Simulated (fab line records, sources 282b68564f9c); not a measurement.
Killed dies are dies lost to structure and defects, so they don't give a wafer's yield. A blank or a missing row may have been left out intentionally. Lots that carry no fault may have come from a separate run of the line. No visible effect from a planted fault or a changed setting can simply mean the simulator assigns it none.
Which of the tools did it? / flow rit_cmos / 12 lots (36 wafers sampled), 1 step of a 202-step route

WHAT THE GAUGES READ, wafer by wafer
RIT_GATE_THK_MEAS_07. Usual: for GATE_OXIDE_THK the level is 3.02 nm and the standard deviation is 0.052.
lot=L726; measured=day 2 16:25; on=film_metro-04; GATE_OXIDE_THK (nm)=2.99 3.01 3.09; flag=
lot=L727; measured=day 2 23:17; on=film_metro-03; GATE_OXIDE_THK (nm)=3.01 2.98 2.98; flag=
lot=L728; measured=day 3 02:20; on=film_metro-03; GATE_OXIDE_THK (nm)=3.05 3.10 2.95; flag=
lot=L729; measured=day 3 03:11; on=film_metro-02; GATE_OXIDE_THK (nm)=3.11 3.15 3.07; flag=
lot=L730; measured=day 3 14:44; on=film_metro-02; GATE_OXIDE_THK (nm)=2.96 2.94 2.98; flag=
lot=L731; measured=day 3 15:50; on=film_metro-03; GATE_OXIDE_THK (nm)=3.09 2.98 3.00; flag=
lot=L732; measured=day 3 17:29; on=film_metro-02; GATE_OXIDE_THK (nm)=3.03 2.96 3.02; flag=
lot=L733; measured=day 4 02:47; on=film_metro-02; GATE_OXIDE_THK (nm)=3.07 3.10 3.11; flag=
lot=L734; measured=day 4 07:53; on=film_metro-03; GATE_OXIDE_THK (nm)=2.90 2.92 2.98; flag=
lot=L748; measured=day 7 10:04; on=film_metro-04; GATE_OXIDE_THK (nm)=3.01 3.05 2.93; flag=
lot=L747; measured=day 7 11:37; on=film_metro-03; GATE_OXIDE_THK (nm)=3.01 3.10 3.09; flag=
lot=L749; measured=day 7 14:38; on=film_metro-02; GATE_OXIDE_THK (nm)=2.99 3.05 3.09; flag=

TOOL THAT RAN EACH LOT (tool first, then ch and the chambers of the sampled wafers, then the start)
The record holds no process step before these readings.

AS READ BY THE TOOLS THEMSELVES (means over the sampled wafers that have a number; for cases with no such wafer, the mark the record gives instead)
The record holds no such reading with a usual standard deviation.

THE ANSWER, worked out from the rows above alone
Rule: lot off if the mean of its wafers having a number is beyond 3 standard deviations from the usual mean. A lot without any number at a reading at which 4 lots or more have one is off too. Any other lot the step has rows for is counted as sound. After the gauges, taken in route order, come the tools' own readings; for these a lot's mean is taken, as printed above. At the first step where some lot is off, the reading lying furthest off is the one used; lots without a number count as furthest.
Across all readings shown, no lot is off: no conclusion can be drawn from this.

WHAT THE SIMULATOR PUT IN
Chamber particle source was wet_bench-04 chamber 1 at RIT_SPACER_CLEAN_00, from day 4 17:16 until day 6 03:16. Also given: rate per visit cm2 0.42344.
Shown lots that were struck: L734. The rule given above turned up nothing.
